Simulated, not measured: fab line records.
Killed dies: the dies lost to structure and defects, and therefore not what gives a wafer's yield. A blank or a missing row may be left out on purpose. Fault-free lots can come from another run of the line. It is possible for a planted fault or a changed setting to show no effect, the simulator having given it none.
2 desks looking at one fault    flow ritCmos    every desk sees just its own numbers, and what lay behind them comes last

## METROLOGY DESK
Lot by lot, what the gauges showed, no matter which tool ran the lot: averages of those sampled wafers that carry a number. Marked OUT: a lot whose mean sits more than 4 standard deviations from the usual mean, which makes it out of limits; the brackets give that distance.
Columns: A = PRETRO_TW at RIT_PRETRO_TW_MEAS_10, usual 478.5
lot   first seen here  A
L599  day 2 08:02      478.4
L602  day 2 23:43      477.6
L603  day 3 04:15      478.7
L606  day 3 19:50      481.5
L607  day 4 01:10      480.8
L608  day 4 06:19      477.3
L609  day 4 13:56      476.8
L610  day 4 15:02      478.8
L611  day 4 20:10      477.3
L614  day 5 17:06      455.3 (-11) OUT
L616  day 5 22:54      459.8 (-8.9) OUT
L618  day 6 08:57      479.9
L621  day 6 22:57      478.8
L622  day 7 02:43      475.2
This desk reports L614, L616 out of limits; the earliest was L614 at day 5 17:06 (PRETRO_TW at RIT_PRETRO_TW_MEAS_10). L599, L602, L603, L606, L607, L608, L609, L610, L611, L618, L621, L622: within limits.

## AT THE TOOL OWNER'S DESK: implanter-03
For each lot that ran on this tool, the mean over its sampled wafers that have a number, from the tool's own readings at RIT_PRETRO_IMPLANT_08. Marked OUT: a lot whose mean sits more than 4 standard deviations from the usual mean, which makes it out of limits; the brackets give that distance.
Columns: A = beamEnergyKeV at RIT_PRETRO_IMPLANT_08, usual 45.003; B = tiltDeg at RIT_PRETRO_IMPLANT_08, usual 7.003 degrees
lot   first seen here  A                         B
L599  day 2 07:43      45.003                    7.011
L602  day 2 23:24      45.030                    7.008
L603  day 3 03:55      45.011                    6.991
L606  day 3 19:31      45.004                    7.025
L608  day 4 05:59      44.997                    6.996
L610  day 4 14:44      44.988                    6.987
L611  day 4 19:52      45.006                    7.003
L614  day 5 16:49      34.223 (-99 or more) OUT  6.999
L616  day 5 22:35      34.198 (-99 or more) OUT  7.017
This desk's finding: out of limits on L614, L616; first on L614, day 5 16:49 (beamEnergyKeV at RIT_PRETRO_IMPLANT_08). L599, L602, L603, L606, L608, L610, L611: within limits.

## BROUGHT TOGETHER
On L614, L616, at day 5 16:49, an alarm was possible from the tool owner's desk.
An alarm was possible from the metrology desk at day 5 17:06, on L614, L616.
Of the lots named, all ran RIT_PRETRO_IMPLANT_08 on implanter-03.

## WHAT HAD BEEN PUT IN BY THE SIMULATOR
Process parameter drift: implanter-03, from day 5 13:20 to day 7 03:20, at RIT_PRETRO_IMPLANT_08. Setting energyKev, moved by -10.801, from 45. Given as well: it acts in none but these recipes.
Struck lots among those shown: L614, L616.
Time in hours from fault onset to the first out-of-limits reading at each desk: tool owner's desk 3, metrology desk 4.
